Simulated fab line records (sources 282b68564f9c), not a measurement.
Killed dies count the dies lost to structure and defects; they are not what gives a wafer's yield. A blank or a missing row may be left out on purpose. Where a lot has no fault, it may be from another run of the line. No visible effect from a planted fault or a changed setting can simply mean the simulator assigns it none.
fab line records + flow rit-cmos
record:
- lots: 7
- wafers: 21
- last-day: 8
route steps=202 shown ACTIVE@3 M1@202
lots with no fault: from the same line, run without faults
start-h: hours from the record's first day to the start of the lot's first wafer shown + wait-h: time in hours since the lot's previous step + " identical to the entry in the row above + L1.1+2: several wafers, shown together as one row + - no value, or no start was given + * or withheld: withheld + < > ~ a bound
route shown NAME@n: NAME is a module with steps in the file, n the number in the route of the first one + usual: mean/standard deviation taken from wafers without a fault + same: alike in all rows + chamber/n: place in a boat + sites: the reading at each site + _std_site: standard deviation of those values + _edge_site: the outer-site mean with the inner-site mean subtracted + radius-mm: for every site, how far away it sits from the centre of the wafer + mask NAME#n: copy n + behind: the most recent tool/chamber to have shaped the wafer + hold: why the lot was held/for how many hours/how that ended + device: the n, p or np transistor that did not switch + end of line: at the end of the route, the tests of the same wafers + step lacking rows: just its recipe + killed: the dies lost at the first sort to structure and to defects; this is not the yield of the wafer + map: per-die view of a wafer (x killed, . not killed, _ where there is no die)
set.NAME: the setting that was run; set.NAME@STEP: the one run at that earlier step + model.NAME: the simulator's own value behind a step, which no gauge read
lots at some steps of the route; a table a step, a row a wafer
services: when a tool's chamber went out of use (start-h, in hours from the record's first day, below 0 if earlier), for how many hours, and the reason
== steps ==
step: RIT_ACTIVE_THK_MEAS_02
recipe:
- reads: SiO2_of_ACTIVE_OXIDATION_01
usual:
- ACTIVE_OXIDE_THK: 47.3/0.85
| lot.wafer | tool          | chamber | start-h | wait-h | ACTIVE_OXIDE_THK[nm] |
|-----------|---------------|---------|---------|--------|----------------------|
| L673.2    | film-metro-01 | -       | 12.06   | 0.0    | 47.2                 |
| L673.5    | "             | -       | "       | "      | 46.7                 |
| L673.6    | "             | -       | "       | "      | 46.2                 |
| L674.1    | film-metro-02 | -       | 19.04   | 0.0    | 47.4                 |
| L674.5    | "             | -       | "       | "      | 47.3                 |
| L674.6    | "             | -       | "       | "      | 46.6                 |
| L690.2    | film-metro-02 | -       | 97.88   | 0.0    | 47.2                 |
| L690.3    | "             | -       | "       | "      | 47.2                 |
| L690.4    | "             | -       | "       | "      | 47.1                 |
| L691.1    | film-metro-04 | -       | 102.05  | 0.0    | 48.2                 |
| L691.3    | "             | -       | "       | "      | 47.0                 |
| L691.5    | "             | -       | "       | "      | 48.0                 |
| L692.1    | film-metro-01 | -       | 109.07  | 0.0    | 46.3                 |
| L692.3    | "             | -       | "       | "      | 46.3                 |
| L692.5    | "             | -       | "       | "      | 46.8                 |
| L695.2    | film-metro-02 | -       | 122.45  | 0.0    | 47.8                 |
| L695.3    | "             | -       | "       | "      | 48.0                 |
| L695.4    | "             | -       | "       | "      | 47.4                 |
| L696.2    | film-metro-04 | -       | 127.27  | 0.0    | 45.9                 |
| L696.3    | "             | -       | "       | "      | 47.3                 |
| L696.5    | "             | -       | "       | "      | 46.8                 |
step: RIT_ACTIVE_CVD_03
recipe:
- material: Si3N4
- target-thk-nm: 150
- temp-c: 810
- precursor: SiH2Cl2/NH3
- time-s: 1500
- pressure-mtorr: 300
- sih2cl2-flow-sccm: 60
- nh3-flow-sccm: 150
step: RIT_ACTIVE_THK_MEAS_04
recipe:
- reads: Si3N4_of_ACTIVE_CVD_03
usual:
- ACTIVE_NITRIDE_THK: 150.4/1.5
| lot.wafer | tool          | chamber | start-h | wait-h | ACTIVE_NITRIDE_THK[nm] |
|-----------|---------------|---------|---------|--------|------------------------|
| L673.2    | film-metro-01 | -       | 13.54   | 0.0    | 152.5                  |
| L673.5    | "             | -       | "       | "      | 151.8                  |
| L673.6    | "             | -       | "       | "      | 151.7                  |
| L674.1    | film-metro-02 | -       | 20.51   | 0.0    | 150.8                  |
| L674.5    | "             | -       | "       | "      | 148.9                  |
| L674.6    | "             | -       | "       | "      | 150.3                  |
| L690.2    | film-metro-04 | -       | 100.11  | 0.1    | 151.0                  |
| L690.3    | "             | -       | "       | "      | 152.0                  |
| L690.4    | "             | -       | "       | "      | 150.6                  |
| L691.1    | film-metro-02 | -       | 104.60  | 0.0    | 151.7                  |
| L691.3    | "             | -       | "       | "      | 151.2                  |
| L691.5    | "             | -       | "       | "      | 151.8                  |
| L692.1    | film-metro-04 | -       | 110.55  | 0.0    | 146.9                  |
| L692.3    | "             | -       | "       | "      | 147.9                  |
| L692.5    | "             | -       | "       | "      | 147.8                  |
| L695.2    | film-metro-02 | -       | 123.92  | 0.0    | 151.6                  |
| L695.3    | "             | -       | "       | "      | 151.1                  |
| L695.4    | "             | -       | "       | "      | 150.2                  |
| L696.2    | film-metro-01 | -       | 128.75  | 0.0    | 151.7                  |
| L696.3    | "             | -       | "       | "      | 152.5                  |
| L696.5    | "             | -       | "       | "      | 153.6                  |
step: RIT_ACTIVE_HMDS_05
recipe:
- prime-time-s: 60
- prime-temp-c: 140
step: RIT_ACTIVE_COAT_06
recipe:
- resist: NOVOLAK
- spin-rpm: 3309
- resist-thk-nm: 1000
step: RIT_ACTIVE_SOFTBAKE_07
recipe:
- resist: NOVOLAK
- temp-c: 90
- time-s: 60
step: RIT_ACTIVE_EXPOSE_08
recipe:
- mask-id: M1
- na: 0.6
- source-shape: conventional
- sigma-outer: 0.6
- target-cd-nm: 1400
- dose-mj: 228.2
step: RIT_ACTIVE_PEB_09
recipe:
- resist: NOVOLAK
- temp-c: withheld
- time-s: withheld
step: RIT_ACTIVE_DEVELOP_10
recipe:
- resist: NOVOLAK
- develop-time-s: 50
- dev-temp-c: 23
step: RIT_ACTIVE_CD_MEAS_11
recipe:
- target-cd-nm: 1400
usual:
- cd-nm: 1399.7/2.5
| lot.wafer | tool      | chamber | start-h | wait-h | cd-nm  |
|-----------|-----------|---------|---------|--------|--------|
| L673.2    | cd-sem-02 | -       | 14.46   | -      | 1399.9 |
| L673.5    | "         | -       | "       | "      | 1400.4 |
| L673.6    | "         | -       | "       | "      | 1398.3 |
| L674.1    | cd-sem-02 | -       | 21.42   | -      | 1395.9 |
| L674.5    | "         | -       | "       | "      | 1395.3 |
| L674.6    | "         | -       | "       | "      | 1393.3 |
| L690.2    | cd-sem-02 | -       | 101.16  | -      | 1400.6 |
| L690.3    | "         | -       | "       | "      | 1401.0 |
| L690.4    | "         | -       | "       | "      | 1402.2 |
| L691.1    | cd-sem-02 | -       | 105.51  | -      | 1403.2 |
| L691.3    | "         | -       | "       | "      | 1401.3 |
| L691.5    | "         | -       | "       | "      | 1401.5 |
| L692.1    | cd-sem-01 | -       | 111.58  | -      | 1398.8 |
| L692.3    | "         | -       | "       | "      | 1399.6 |
| L692.5    | "         | -       | "       | "      | 1399.1 |
| L695.2    | cd-sem-02 | -       | 124.84  | -      | 1403.0 |
| L695.3    | "         | -       | "       | "      | 1402.1 |
| L695.4    | "         | -       | "       | "      | 1401.9 |
| L696.2    | cd-sem-02 | -       | 129.79  | -      | 1402.4 |
| L696.3    | "         | -       | "       | "      | 1400.7 |
| L696.5    | "         | -       | "       | "      | 1399.3 |
step: RIT_ACTIVE_HARDBAKE_12
recipe:
- resist: NOVOLAK
- temp-c: 140
- time-s: 60
step: RIT_ACTIVE_ETCH_13
recipe:
- stop-on: SiO2
- chemistry: SF6
- target: Si3N4
- time-s: 210
- over-etch-frac: 0.4
- SF6_flow_sccm: 200
- pressure-mtorr: 260
- rf-w: 125
- target-depth-a: 2100
usual:
- drypump-motor-current-A: 5.8/0.5
- oes-product-au: 0.821/0.014
- rf-fwd-power-W: 124.6/0.35
- throttle-valve-pct: 7.42/0.079
| lot.wafer | tool        | chamber | start-h | wait-h | drypump-motor-current-A | oes-product-au | rf-fwd-power-W | rf-hours-counter-h | throttle-valve-pct |
|-----------|-------------|---------|---------|--------|-------------------------|----------------|----------------|--------------------|--------------------|
| L673.2    | rie-diel-02 | 0       | 14.71   | 0.1    | 6.5                     | 0.822          | 124.9          | 126                | 7.43               |
| L673.5    | "           | 0       | "       | "      | 6.5                     | 0.819          | 124.4          | -                  | 7.45               |
| L673.6    | "           | 1       | "       | "      | 5.4                     | 0.819          | 124.7          | -                  | 7.51               |
| L674.1    | rie-diel-01 | 0       | 21.69   | 0.1    | 5.9                     | 0.800          | 124.8          | 35                 | 7.29               |
| L674.5    | "           | 3       | "       | "      | 5.9                     | 0.837          | 124.6          | -                  | 7.46               |
| L674.6    | "           | 2       | "       | "      | 5.0                     | 0.832          | 124.7          | -                  | 7.38               |
| L690.2    | rie-diel-01 | 3       | 101.42  | 0.1    | 5.9                     | 0.843          | 124.9          | 77                 | 7.47               |
| L690.3    | "           | 1       | "       | "      | 6.4                     | 0.821          | 124.3          | 41                 | 7.35               |
| L690.4    | "           | 2       | "       | "      | 5.0                     | 0.831          | 124.8          | 39                 | 7.37               |
| L691.1    | rie-diel-01 | 2       | 105.78  | 0.1    | 5.0                     | 0.831          | 124.1          | 39                 | 7.36               |
| L691.3    | "           | 3       | "       | "      | 5.9                     | 0.852          | 125.0          | 77                 | 7.47               |
| L691.5    | "           | 2       | "       | "      | 5.0                     | 0.836          | 124.4          | -                  | 7.37               |
| L692.1    | rie-diel-02 | 2       | 111.85  | 0.1    | 5.6                     | 0.797          | 124.5          | 35                 | 7.50               |
| L692.3    | "           | 1       | "       | "      | 5.5                     | 0.809          | 124.5          | 85                 | 7.49               |
| L692.5    | "           | 1       | "       | "      | 5.5                     | 0.804          | 124.1          | -                  | 7.51               |
| L695.2    | rie-diel-04 | 0       | 125.09  | 0.1    | 5.1                     | 0.798          | 125.0          | 104                | 7.46               |
| L695.3    | "           | 1       | "       | "      | 5.5                     | 0.825          | 124.2          | 3                  | 7.35               |
| L695.4    | "           | 0       | "       | "      | 5.1                     | 0.798          | 124.6          | -                  | 7.47               |
| L696.2    | rie-diel-04 | 0       | 130.04  | 0.1    | 5.2                     | 0.803          | 125.0          | 104                | 7.47               |
| L696.3    | "           | 1       | "       | "      | 5.5                     | 0.832          | 124.9          | 3                  | 7.36               |
| L696.5    | "           | 0       | "       | "      | 5.1                     | 0.802          | 124.4          | -                  | 7.46               |
step: RIT_ACTIVE_STRIP_14
recipe:
- chemistry: O2
- time-s: 180
- resist: NOVOLAK
- platen-temp-c: withheld
- power-w: 500
- pressure-mtorr: 4000
- o2-flow-sccm: 4000
usual:
- chamber-pressure-mTorr: 4000/3.7
- drypump-motor-current-A: 5.8/0.3
| lot.wafer | tool            | chamber | start-h | wait-h | chamber-pressure-mTorr | drypump-motor-current-A | rf-hours-counter-h | model.NOVOLAK_of_ACTIVE_COAT_06.thk-nm |
|-----------|-----------------|---------|---------|--------|------------------------|-------------------------|--------------------|----------------------------------------|
| L673.2    | plasma-asher-02 | 1       | 14.84   | 0.1    | 3998                   | 5.6                     | 23                 | 0                                      |
| L673.5    | "               | 0       | "       | "      | 4004                   | 6.3                     | -                  | 0                                      |
| L673.6    | "               | 1       | "       | "      | 4007                   | 5.7                     | -                  | 0                                      |
| L674.1    | plasma-asher-02 | 1       | 21.83   | 0.1    | 4000                   | 5.7                     | 24                 | 0                                      |
| L674.5    | "               | 1       | "       | "      | 4000                   | 5.7                     | -                  | 0                                      |
| L674.6    | "               | 0       | "       | "      | 3997                   | 6.2                     | -                  | 0                                      |
| L690.2    | plasma-asher-02 | 1       | 101.55  | 0.1    | -                      | -                       | -                  | 653.1                                  |
| L690.3    | "               | 0       | "       | "      | -                      | -                       | -                  | 646.5                                  |
| L690.4    | "               | 1       | "       | "      | -                      | -                       | -                  | 640.1                                  |
| L691.1    | plasma-asher-02 | 0       | 105.91  | 0.1    | -                      | -                       | -                  | 644                                    |
| L691.3    | "               | 1       | "       | "      | -                      | -                       | -                  | 657.6                                  |
| L691.5    | "               | 1       | "       | "      | -                      | -                       | -                  | 641.5                                  |
| L692.1    | plasma-asher-03 | 1       | 111.99  | 0.1    | -                      | -                       | -                  | 656.7                                  |
| L692.3    | "               | 1       | "       | "      | -                      | -                       | -                  | 652.5                                  |
| L692.5    | "               | 0       | "       | "      | -                      | -                       | -                  | 653.7                                  |
| L695.2    | plasma-asher-04 | 1       | 125.23  | 0.1    | 4001                   | 5.7                     | 48                 | 0                                      |
| L695.3    | "               | 1       | "       | "      | 3997                   | 5.7                     | -                  | 0                                      |
| L695.4    | "               | 0       | "       | "      | 4000                   | 6.0                     | -                  | 0                                      |
| L696.2    | plasma-asher-04 | 1       | 130.18  | 0.1    | 3998                   | 5.7                     | 49                 | 0                                      |
| L696.3    | "               | 0       | "       | "      | 4001                   | 6.1                     | -                  | 0                                      |
| L696.5    | "               | 0       | "       | "      | 3994                   | 6.0                     | -                  | 0                                      |
step: RIT_ACTIVE_CD_MEAS_90
recipe:
- target-cd-nm: 1400
usual:
- cd-nm: 1399.7/2.5
| lot.wafer | tool      | chamber | start-h | wait-h | cd-nm  |
|-----------|-----------|---------|---------|--------|--------|
| L673.2    | cd-sem-02 | -       | 15.04   | 0.1    | 1400.0 |
| L673.5    | "         | -       | "       | "      | 1400.3 |
| L673.6    | "         | -       | "       | "      | 1398.4 |
| L674.1    | cd-sem-01 | -       | 22.00   | 0.1    | 1396.2 |
| L674.5    | "         | -       | "       | "      | 1395.3 |
| L674.6    | "         | -       | "       | "      | 1393.6 |
| L690.2    | cd-sem-01 | -       | 101.75  | 0.1    | 1400.7 |
| L690.3    | "         | -       | "       | "      | 1401.2 |
| L690.4    | "         | -       | "       | "      | 1401.9 |
| L691.1    | cd-sem-01 | -       | 106.09  | 0.1    | 1403.6 |
| L691.3    | "         | -       | "       | "      | 1401.9 |
| L691.5    | "         | -       | "       | "      | 1401.7 |
| L692.1    | cd-sem-01 | -       | 112.16  | 0.1    | 1399.1 |
| L692.3    | "         | -       | "       | "      | 1399.4 |
| L692.5    | "         | -       | "       | "      | 1398.7 |
| L695.2    | cd-sem-01 | -       | 125.42  | 0.1    | 1403.1 |
| L695.3    | "         | -       | "       | "      | 1402.3 |
| L695.4    | "         | -       | "       | "      | 1402.2 |
| L696.2    | cd-sem-01 | -       | 130.37  | 0.1    | 1402.5 |
| L696.3    | "         | -       | "       | "      | 1400.5 |
| L696.5    | "         | -       | "       | "      | 1399.8 |
step: RIT_M1_PROBE_99
usual:
- killed-at-contacts: 0.1/0.24
- killed-at-front-end: 6.7/2.9
- killed-dies: 6.8/2.9
- killed-on-rim: 1.8/1.4
- killed-open: 3.5/2
- killed-short: 3.2/1.9
same:
- gross-dies: 264
- killed_at_M0_to_M3: 0
- killed_at_M4_up: 0
- killed-at-back-side: 0
- killed-at-other: 0
| lot.wafer | tool      | chamber | start-h | wait-h | killed-at-contacts | killed-at-front-end | killed-dies | killed-on-rim | killed-open | killed-short |
|-----------|-----------|---------|---------|--------|--------------------|---------------------|-------------|---------------|-------------|--------------|
| L673.2    | prober-01 | -       | 60.76   | 0.1    | 0                  | 6                   | 6           | 1             | 2           | 4            |
| L673.5    | prober-01 | -       | 60.91   | 0.2    | 0                  | 7                   | 7           | 4             | 2           | 5            |
| L673.6    | prober-01 | -       | 60.96   | 0.2    | 0                  | 4                   | 4           | 0             | 3           | 1            |
| L674.1    | prober-02 | -       | 63.55   | 0.1    | 0                  | 4                   | 4           | 0             | 1           | 3            |
| L674.5    | prober-02 | -       | 63.75   | 0.2    | 0                  | 7                   | 7           | 0             | 4           | 3            |
| L674.6    | prober-02 | -       | 63.80   | 0.2    | 0                  | 10                  | 10          | 2             | 8           | 2            |
| L690.2    | prober-02 | -       | 143.72  | 0.1    | 0                  | 264                 | 264         | 70            | 4           | 4            |
| L690.3    | prober-02 | -       | 143.77  | 0.2    | 0                  | 264                 | 264         | 70            | 2           | 1            |
| L690.4    | prober-02 | -       | 143.82  | 0.2    | 0                  | 264                 | 264         | 70            | 4           | 5            |
| L691.1    | prober-01 | -       | 153.36  | 0.1    | 0                  | 264                 | 264         | 70            | 1           | 1            |
| L691.3    | prober-01 | -       | 153.46  | 0.2    | 0                  | 264                 | 264         | 70            | 4           | 4            |
| L691.5    | prober-01 | -       | 153.56  | 0.2    | 0                  | 264                 | 264         | 70            | 3           | 0            |
| L692.1    | prober-02 | -       | 161.13  | 0.1    | 1                  | 263                 | 264         | 70            | 5           | 6            |
| L692.3    | prober-02 | -       | 161.23  | 0.2    | 0                  | 264                 | 264         | 70            | 5           | 6            |
| L692.5    | prober-02 | -       | 161.33  | 0.2    | 0                  | 264                 | 264         | 70            | 5           | 2            |
| L695.2    | prober-01 | -       | 176.64  | 0.1    | 0                  | 9                   | 9           | 3             | 4           | 4            |
| L695.3    | prober-01 | -       | 176.69  | 0.2    | 0                  | 11                  | 11          | 4             | 6           | 5            |
| L695.4    | prober-01 | -       | 176.74  | 0.2    | 0                  | 11                  | 11          | 3             | 2           | 7            |
| L696.2    | prober-02 | -       | 188.74  | 0.1    | 0                  | 4                   | 4           | 0             | 3           | 1            |
| L696.3    | prober-02 | -       | 188.79  | 0.2    | 0                  | 7                   | 7           | 0             | 4           | 3            |
| L696.5    | prober-02 | -       | 188.89  | 0.2    | 0                  | 6                   | 6           | 0             | 5           | 1            |
killed by level:class
L673.2 FOX1:geometric-particle:open=2 SILICIDE:geometric-particle:short=2 FOX2:geometric-particle:short=1 SPACER:geometric-particle:short=1
L673.5 GATE:geometric-particle:short=3 GATE:geometric-particle:open=2 FOX1:geometric-particle:short=1 REOX:geometric-particle:short=1
L673.6 SPACER:geometric-particle:open=2 FOX2:geometric-particle:short=1 SILICIDE:geometric-particle:open=1
L674.1 GATE:geometric-particle:short=2 FOX1:geometric-particle:short=1 FOX1:geometric-particle:open=1
L674.5 GATE:geometric-particle:open=2 FOX1:geometric-particle:short=1 FOX1:geometric-particle:open=1 FOX2:geometric-particle:open=1 GATE:geometric-particle:short=1 SPACER:geometric-particle:short=1
L674.6 GATE:geometric-particle:open=4 REOX:geometric-particle:open=3 FOX1:geometric-particle:open=1 GATE:geometric-particle:short=1 SILICIDE:geometric-particle:short=1
L690.2 FOX1:area-oxidation=256 GATE:geometric-particle:open=2 FOX2:geometric-particle:short=1 FOX2:geometric-particle:open=1 GATE:geometric-particle:short=1 REOX:geometric-particle:short=1 SPACER:geometric-particle:short=1 SPACER:geometric-particle:open=1
L690.3 FOX1:area-oxidation=261 FOX1:geometric-particle:open=1 GATE:geometric-particle:open=1 GATE:geometric-particle:short=1
L690.4 FOX1:area-oxidation=255 FOX1:geometric-particle:short=2 SILICIDE:geometric-particle:short=2 FOX1:geometric-particle:open=1 GATE:geometric-particle:open=1 GATE:geometric-particle:short=1 REOX:geometric-particle:open=1 SPACER:geometric-particle:open=1
L691.1 FOX1:area-oxidation=262 SPACER:geometric-particle:short=1 SPACER:geometric-particle:open=1
L691.3 FOX1:area-oxidation=256 GATE:geometric-particle:short=2 SPACER:geometric-particle:open=2 SPACER:geometric-particle:short=2 FOX2:geometric-particle:open=1 REOX:geometric-particle:open=1
L691.5 FOX1:area-oxidation=261 FOX1:geometric-particle:open=3
L692.1 FOX1:area-oxidation=253 GATE:geometric-particle:short=4 FOX1:geometric-particle:open=2 FOX2:geometric-particle:open=1 SPACER:geometric-particle:open=1 SILICIDE:geometric-particle:short=1 SILICIDE:geometric-particle:open=1 CONTACT:geometric-particle:short=1
L692.3 FOX1:area-oxidation=253 FOX1:geometric-particle:open=2 FOX1:geometric-particle:short=2 FOX2:geometric-particle:open=2 GATE:geometric-particle:short=2 FOX2:geometric-particle:short=1 GATE:geometric-particle:open=1 SILICIDE:geometric-particle:short=1
L692.5 FOX1:area-oxidation=257 GATE:geometric-particle:open=4 SPACER:geometric-particle:short=2 REOX:geometric-particle:open=1
L695.2 GATE:geometric-particle:open=2 FOX1:geometric-particle:open=1 FOX1:geometric-particle:short=1 FOX2:geometric-particle:open=1 GATE:geometric-particle:short=1 REOX:geometric-particle:short=1 SPACER:geometric-particle:short=1 PLDD:coat-microbubble-printed=1
L695.3 SILICIDE:geometric-particle:open=3 SILICIDE:geometric-particle:short=3 GATE:geometric-particle:short=2 GATE:geometric-particle:open=2 FOX1:geometric-particle:open=1
L695.4 FOX1:geometric-particle:short=2 REOX:geometric-particle:short=2 ACTIVE:coat-microbubble-printed=2 GATE:geometric-particle:short=1 GATE:geometric-particle:open=1 SPACER:geometric-particle:short=1 SILICIDE:geometric-particle:short=1 SILICIDE:geometric-particle:open=1
L696.2 SPACER:geometric-particle:open=2 FOX1:geometric-particle:open=1 REOX:geometric-particle:short=1
L696.3 SILICIDE:geometric-particle:open=2 FOX1:geometric-particle:open=1 FOX1:geometric-particle:short=1 FOX2:geometric-particle:short=1 GATE:geometric-particle:short=1 GATE:geometric-particle:open=1
L696.5 GATE:geometric-particle:open=3 FOX1:geometric-particle:open=1 FOX2:geometric-particle:open=1 SILICIDE:geometric-particle:short=1
map L690.2 (x killed, . not)
________xxxxxxx_______
_____xxxxxxxxxxxxx____
____xxxxxxxxxxxxxxx___
___xxxxxxxxxxxxxxxxx__
__xxxxxxxxxxxxxxxxxxx_
__xxxxxxxxxxxxxxxxxxx_
_xxxxxxxxxxxxxxxxxxxxx
_xxxxxxxxxxxxxxxxxxxxx
_xxxxxxxxxxxxxxxxxxxxx
_xxxxxxxxxxxxxxxxxxxxx
__xxxxxxxxxxxxxxxxxxx_
__xxxxxxxxxxxxxxxxxxx_
___xxxxxxxxxxxxxxxxx__
____xxxxxxxxxxxxxxx___
_____xxxxxxxxxxxxx____
________xxxxxxx_______
map L691.1 (x killed, . not)
________xxxxxxx_______
_____xxxxxxxxxxxxx____
____xxxxxxxxxxxxxxx___
___xxxxxxxxxxxxxxxxx__
__xxxxxxxxxxxxxxxxxxx_
__xxxxxxxxxxxxxxxxxxx_
_xxxxxxxxxxxxxxxxxxxxx
_xxxxxxxxxxxxxxxxxxxxx
_xxxxxxxxxxxxxxxxxxxxx
_xxxxxxxxxxxxxxxxxxxxx
__xxxxxxxxxxxxxxxxxxx_
__xxxxxxxxxxxxxxxxxxx_
___xxxxxxxxxxxxxxxxx__
____xxxxxxxxxxxxxxx___
_____xxxxxxxxxxxxx____
________xxxxxxx_______
== services ==
| tool            | chamber | start-h | hours | kind   |
|-----------------|---------|---------|-------|--------|
| rie-diel-04     | 0       | -7.19   | 9.2   | repair |
| rie-diel-02     | 3       | 14.93   | 2.7   | repair |
| rie-diel-04     | 0       | 18.60   | 19.5  | repair |
| rie-diel-01     | 1       | 22.43   | 3.9   | repair |
| plasma-asher-02 | -       | 32.06   | 0.5   | repair |
| rie-diel-01     | 1       | 40.32   | 3.1   | repair |
| rie-diel-01     | 0       | 41.66   | 2.5   | repair |
| rie-diel-02     | 1       | 52.51   | 3.5   | repair |
| rie-diel-02     | 1       | 123.41  | 11.2  | repair |
| rie-diel-04     | 3       | 123.55  | 3.6   | repair |
== key ==
first-sign:
- step: RIT_ACTIVE_STRIP_14
- reading: tool-record
- direction: missing
effect:
- step: RIT_M1_PROBE_99
- reading: killed-at-front-end
- direction: up
- sigmas: 90
- usual: 6.7
- struck: 263.9
model-effect:
- step: RIT_ACTIVE_STRIP_14
- value: NOVOLAK_of_ACTIVE_COAT_06.thk-nm
- without: 0
- struck: 649.5
more-kills-born-at:
- RIT_FOX1_OXIDATION_00@furnace-03: 1542
- RIT_FOX1_OXIDATION_00@furnace-01: 772
met-at RIT_ACTIVE_STRIP_14
struck-wafers L690.2,L690.3,L690.4,L691.1,L691.3,L691.5,L692.1,L692.3,L692.5
later-rows-left-out L690.2,L690.3,L690.4,L691.1,L691.3,L691.5,L692.1,L692.3,L692.5
tester-left-out L690,L691,L692
onset-between 21.83 101.55
fault:
- kind: skipped-step-whole
- tool: plasma-asher-02,plasma-asher-03
- chamber: -
- onset-h: 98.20
- steps: RIT_ACTIVE_STRIP_14
- scope: struck-lots-only
tester-left-out: of these lots the tester's yield and bins aren't shown, on N5 and GAA mostly nor the transistor test; their killed dies are dies lost to structure and defects alone, not to doping, threshold or leakage, so they don't give the yield
later-rows-left-out: the simulator's readings of these wafers behind a module that went badly wrong aren't trusted and aren't shown, but for the sort
